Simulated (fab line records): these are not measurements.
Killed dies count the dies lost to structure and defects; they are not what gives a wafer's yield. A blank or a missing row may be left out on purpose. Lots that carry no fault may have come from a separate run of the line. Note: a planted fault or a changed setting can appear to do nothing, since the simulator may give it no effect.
The same fault as seen by 2 desks	flow rit-cmos	every desk sees just its own numbers, and what lay behind them comes last

METROLOGY DESK
What the gauges read, lot by lot, whatever tool the lot ran on: means of the sampled wafers that have a number. Marked OUT: a lot whose mean sits more than 4 standard deviations from the usual mean, which makes it out of limits; the brackets give that distance.
Columns: A = ACTIVE_OXIDE_THK at RIT_ACTIVE_THK_MEAS_02, usual 48.8 nm; B = ACTIVE_NITRIDE_THK at RIT_ACTIVE_THK_MEAS_04, usual 148.2 nm; C = cd-nm at RIT_ACTIVE_CD_MEAS_11, usual 1400.1 nm; D = cd-nm at RIT_ACTIVE_CD_MEAS_90, usual 1400.1 nm; E = FOX1_OXIDE_THK at RIT_FOX1_THK_MEAS_01, usual 352 nm; F = FOX2_OXIDE_THK at RIT_FOX2_THK_MEAS_01, usual 352 nm; G = FIELD_OXIDE_LEFT_1_THK at RIT_FOX2_THK_MEAS_90, usual 325 nm
lot	first seen here	A	B	C	D	E	F	G
L449	day 2 13:49	48.2	149.0	1397.6	1397.7	358	348	320
L454	day 3 16:08	48.8	149.7	1399.6	1399.7	345	343	315
L460	day 4 22:13	47.8	146.8	1397.2	1396.4	341	363	336
L461	day 5 02:47	48.1	149.1	1401.3	1401.0	360	348	320
L465	day 5 22:20	50.3	147.9	1397.7	1397.8	360	365	338
L467	day 6 07:28	48.9	147.9	1399.0	1399.3	347	367	339
Result from this desk: across the 6 lots, nothing is out of limits.

AT THE TOOL OWNER'S DESK: rie-diel-02
The tool's own readings at RIT_ACTIVE_ETCH_13 (etches Si3N4 in SF6, stops on SiO2, time 210 s, target depth 210 nm): means of the sampled wafers that have a number, for each lot that ran on this tool. Marked OUT: a lot whose mean sits more than 4 standard deviations from the usual mean, which makes it out of limits; the brackets give that distance.
Columns: A = drypump-motor-current-A at RIT_ACTIVE_ETCH_13, usual 6.0 A; B = oes-product-au at RIT_ACTIVE_ETCH_13, usual 0.815 a.u.; C = throttle-valve-pct at RIT_ACTIVE_ETCH_13, usual 7.53 %
lot	first seen here	A	B	C
L449	day 2 16:35	6.4	0.809	7.64
L460	day 5 00:51	5.3	0.824	7.47
L461	day 5 05:34	6.1	0.812	7.60
Result from this desk: across the 3 lots, nothing is out of limits.

BROUGHT TOGETHER
Metrology desk: nothing out of limits seen.
Nothing out of limits was seen by the tool owner's desk.

WHAT WAS PUT IN BY THE SIMULATOR
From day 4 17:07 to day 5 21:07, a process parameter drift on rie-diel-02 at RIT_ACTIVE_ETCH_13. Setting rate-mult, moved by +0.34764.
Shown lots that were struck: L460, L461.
